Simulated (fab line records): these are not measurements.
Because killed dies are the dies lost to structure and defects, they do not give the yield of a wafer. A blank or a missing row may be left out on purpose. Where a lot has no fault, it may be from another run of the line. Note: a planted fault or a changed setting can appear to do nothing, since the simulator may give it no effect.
A lot that was struck, set against a sound lot + flow rit cmos + 41 out of 202 route steps
Sound: these wafers, L246.1, L246.2, L246.3. Wafers struck: L242.2, L242.3, L242.5. The cause is given at the end.
Order at every step that has rows: each side's tool, ch and its chambers, its first start. Under that, the readings that differ: sound wafers + struck wafers + difference of the means + sigmas: that difference in standard deviations of wafers without a fault.
alike: readings with means less than 2 such deviations apart, plus words and numbers identical on both sides. not compared: withheld readings, readings lacking a value on some wafer, bounds such as >300 that could conceal the same value, and numbers that have no deviation in the record and whose values overlap.
A row with sigmas, a row that says differs or no value, or rows on one side alone: a step with any of these is where the two part. Numbers that have no deviation but don't overlap get no sigmas and don't part them. A reading missing from all wafers of one side parts the sides only when that side holds two or more wafers.

first, 6 steps without rows for these wafers: RIT_NLDD_HMDS_00 (prime time 60 s); RIT_NLDD_COAT_01 (resist thk 1000 nm); RIT_NLDD_SOFTBAKE_02 (time 60 s); RIT_NLDD_EXPOSE_03 (exposes mask M7, target cd 40700 nm); RIT_NLDD_PEB_04; RIT_NLDD_DEVELOP_05 (develop time 50 s).
RIT_NLDD_OVL_MEAS_06:
  sound on overlay-02, day 6 06:55; struck on overlay-02, day 5 12:51
  alike: NLDD_OVL
then, 2 steps without rows for these wafers: RIT_NLDD_HARDBAKE_07 (time 60 s); RIT_NLDD_IMPLANT_08.
RIT_NLDD_STRIP_09: strips in O2, time 180 s.
  sound on plasma asher-01 ch 0,1, day 6 07:16; struck on plasma asher-01 ch 0,1, day 5 13:11
  alike: chamber pressure mTorr, drypump motor current A
  not compared: rf hours counter h
RIT_NLDD_TW_MEAS_10:
  sound on film metro-04, day 6 07:26; struck on film metro-02, day 5 13:22
  alike: NLDD_TW
then, 1 step without rows for these wafers: RIT_PLDD_HMDS_00 (prime time 60 s).
RIT_PLDD_COAT_01: resist thk 1000 nm.
  struck on litho track-04, day 5 13:44; sound on litho track-04 ch 0, day 6 07:38
  no value came back on the struck wafers for chill plate temp C (C), dispense pressure kPa (kPa); on the sound wafers chill plate temp C (C) reads 22.96 22.98 23.05
then, 4 steps without rows for these wafers: RIT_PLDD_SOFTBAKE_02 (time 60 s); RIT_PLDD_EXPOSE_03 (exposes mask M8, target cd 40900 nm); RIT_PLDD_PEB_04; RIT_PLDD_DEVELOP_05 (develop time 50 s).
RIT_PLDD_OVL_MEAS_06:
  sound on overlay-02, day 6 08:28; struck on overlay-01, day 5 14:25
| reading       | sound          | struck | difference                    | sigmas |
|---------------|----------------|--------|-------------------------------|--------|
| PLDD_OVL (nm) | -0.9 -0.5 -1.7 | - - -  | no value on the struck wafers |        |
then, 2 steps without rows for these wafers: RIT_PLDD_HARDBAKE_07 (time 60 s); RIT_PLDD_IMPLANT_08.
RIT_PLDD_STRIP_09: strips in O2, time 180 s.
  sound on plasma asher-02 ch 0,1, day 6 08:48; struck on plasma asher-01 ch 0,1, day 5 14:45
  alike: chamber pressure mTorr, drypump motor current A
  not compared: rf hours counter h
RIT_PLDD_TW_MEAS_10:
  sound on film metro-02, day 6 08:59; struck on film metro-02, day 5 14:56
  alike: PLDD_TW
then, 4 steps without rows for these wafers: RIT_SPACER_CLEAN_00 (cleans in SC1, time 600 s); RIT_SPACER_CLEAN_01 (cleans in dHF, time 30 s); RIT_SPACER_CLEAN_02 (cleans in SC2, time 600 s); RIT_SPACER_CVD_03 (deposits Si3N4 from SiH2Cl2/NH3, target thk 250 nm, time 3300 s).
RIT_SPACER_THK_MEAS_04:
  sound on film metro-01, day 6 11:20; struck on film metro-01, day 5 17:17
| reading                 | sound             | struck            | difference | sigmas |
|-------------------------|-------------------|-------------------|------------|--------|
| SPACER_NITRIDE_THK (nm) | 242.8 243.2 243.6 | 251.5 250.8 248.5 | +7.1       | +3     |
RIT_SPACER_ETCHBACK_05: etches Si3N4 in SF6/CHF3, stops on SiO2, target depth 250 nm, time 240 s.
  sound on rie diel-02 ch 0,1,3, day 6 11:24; struck on rie diel-03 ch 0,2, day 5 17:20
| reading               | sound             | struck            | difference | sigmas |
|-----------------------|-------------------|-------------------|------------|--------|
| oes product au (a.u.) | 0.827 0.813 0.823 | 0.827 0.859 0.855 | +0.026     | +2     |
  alike: chamber pressure mTorr, drypump motor current A, throttle valve pct
  not compared: rf hours counter h
then, 6 steps without rows for these wafers: RIT_NSD_HMDS_00 (prime time 60 s); RIT_NSD_COAT_01 (resist thk 1000 nm); RIT_NSD_SOFTBAKE_02 (time 60 s); RIT_NSD_EXPOSE_03 (exposes mask M9, target cd 40700 nm); RIT_NSD_PEB_04; RIT_NSD_DEVELOP_05 (develop time 50 s).
RIT_NSD_OVL_MEAS_06:
  sound on overlay-01, day 6 12:24; struck on overlay-02, day 5 18:20
  alike: NSD_OVL
then, 2 steps without rows for these wafers: RIT_NSD_HARDBAKE_07 (time 60 s); RIT_NSD_IMPLANT_08.
RIT_NSD_STRIP_09: strips in O2, time 180 s.
  sound on plasma asher-04 ch 0,1, day 6 12:44; struck on plasma asher-01 ch 0, day 5 18:40
  alike: chamber pressure mTorr, drypump motor current A
  not compared: rf hours counter h
RIT_NSD_TW_MEAS_10:
  sound on film metro-04, day 6 12:55; struck on film metro-04, day 5 18:51
| reading | sound          | struck         | difference | sigmas |
|---------|----------------|----------------|------------|--------|
| NSD_TW  | 3093 3105 3100 | 3297 3280 3282 | +187       | +7     |
then, 1 step without rows for these wafers: RIT_PSD_HMDS_00 (prime time 60 s).
RIT_M1_PROBE_99:
  sound on prober-01, day 6 22:23; struck on prober-01, day 6 04:15
| reading             | sound  | struck      | difference | sigmas |
|---------------------|--------|-------------|------------|--------|
| killed at front end | 14 4 9 | 264 264 264 | +255       | +91    |
| killed dies         | 14 4 9 | 264 264 264 | +255       | +94    |
| killed on rim       | 0 2 3  | 70 70 70    | +68        | +53    |
  alike: killed at contacts, killed open, killed short

== WHERE THEY PART ==
Last at RIT_M1_PROBE_99 as far as this record goes, first at RIT_PLDD_COAT_01.

WHY: whatever the simulator had introduced
Whole step skipped at RIT_PLDD_COAT_01 on litho track-04, starting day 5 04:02. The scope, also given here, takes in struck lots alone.
